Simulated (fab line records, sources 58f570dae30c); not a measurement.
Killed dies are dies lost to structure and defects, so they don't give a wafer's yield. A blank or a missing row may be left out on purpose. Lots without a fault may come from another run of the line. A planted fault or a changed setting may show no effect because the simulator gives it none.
A struck lot beside a sound one | flow berkeley_cmos170 | 17 steps out of a route of 331
Sound: wafers L215.2, L215.4, L215.6. Struck: wafers L204.1, L204.4, L204.6. The cause comes at the end.
At each step with rows: each side's tool, then ch and its chambers, then its first start. Under that, the readings that differ: sound wafers | struck wafers | difference of the means | sigmas: that difference in standard deviations of wafers without a fault.
alike: readings whose means differ by less than 2 such deviations, and words and numbers that are the same on both sides. not compared: withheld readings, readings that some wafer has no value for, bounds like >300 that may hide the same value, and numbers for which the record gives no deviation and whose values overlap.
The two part at a step that has a row with sigmas, a row that says differs or no value, or rows on one side only. Numbers that don't overlap but have no deviation are shown without sigmas and don't part them. A reading that every wafer of one side lacks parts them only if that side has two wafers or more.

UCB170_NVT_OVL_MEAS_06:
  sound on overlay-01, day 9 09:12; struck on overlay-01, day 7 05:13
  reading      | sound       | struck  | difference | sigmas
  NVT_OVL (nm) | -13 -14 -16 | -5 -1 4 | +14        | +2
then, 1 step without rows for these wafers: UCB170_NVT_IMPLANT_07.
UCB170_NVT_STRIP_08: strips in O2.
  sound on plasma_asher-04 ch 0,1, day 9 09:23; struck on plasma_asher-01 ch 0,1, day 7 05:23
  alike: drypump_motor_current_A, oes_product_au, strip_time_to_endpoint_s
  not compared: rf_hours_counter_h
UCB170_NVT_TW_MEAS_09:
  sound on film_metro-04, day 9 09:29; struck on film_metro-01, day 7 05:29
  reading | sound       | struck      | difference | sigmas
  NVT_TW  | 528 527 528 | 523 520 519 | -7         | -2
then, 7 steps without rows for these wafers: UCB170_NVT_CLEAN_10 (cleans in SPM, time 600 s); UCB170_PVT_HMDS_00 (prime time 60 s); UCB170_PVT_COAT_01 (resist thk 900 nm); UCB170_PVT_SOFTBAKE_02 (time 60 s); UCB170_PVT_EXPOSE_03 (exposes mask NWELL, target cd 3000 nm); UCB170_PVT_PEB_04; UCB170_PVT_DEVELOP_05 (develop time 45 s).
UCB170_PVT_OVL_MEAS_06:
  sound on overlay-01, day 9 10:53; struck on overlay-01, day 7 06:35
  alike: PVT_OVL
UCB170_PVT_IMPLANT_07:
  sound on implanter-04 ch 0, day 9 10:56; struck on implanter-03 ch 0, day 7 06:56
  alike: faraday_current_uA
UCB170_PVT_STRIP_08: strips in O2.
  sound on plasma_asher-01 ch 0,1, day 9 11:04; struck on plasma_asher-01 ch 0,1, day 7 07:13
  alike: drypump_motor_current_A, oes_product_au, strip_time_to_endpoint_s
  not compared: rf_hours_counter_h
UCB170_PVT_TW_MEAS_09:
  sound on film_metro-03, day 9 11:10; struck on film_metro-03, day 7 07:26
  reading | sound       | struck      | difference | sigmas
  PVT_TW  | 512 512 510 | 633 632 633 | +121       | +19
then, 1 step without rows for these wafers: UCB170_GATE_WET_ETCH_00 (etches SiO2 in dHF, time 200 s).
-- the record jumps here: 2 days lie between the struck wafers' starts before and after (it left off in module GATE and takes up again in module M3, whose first step shown is number 331 of the route) --
UCB170_M3_PROBE_99:
  the record has rows for the struck wafers here (prober-02, day 9 10:14) and none for the sound ones

WHERE THEY PART
First at UCB170_NVT_OVL_MEAS_06; last, within this record, at UCB170_M3_PROBE_99.

WHY: what the simulator had put in
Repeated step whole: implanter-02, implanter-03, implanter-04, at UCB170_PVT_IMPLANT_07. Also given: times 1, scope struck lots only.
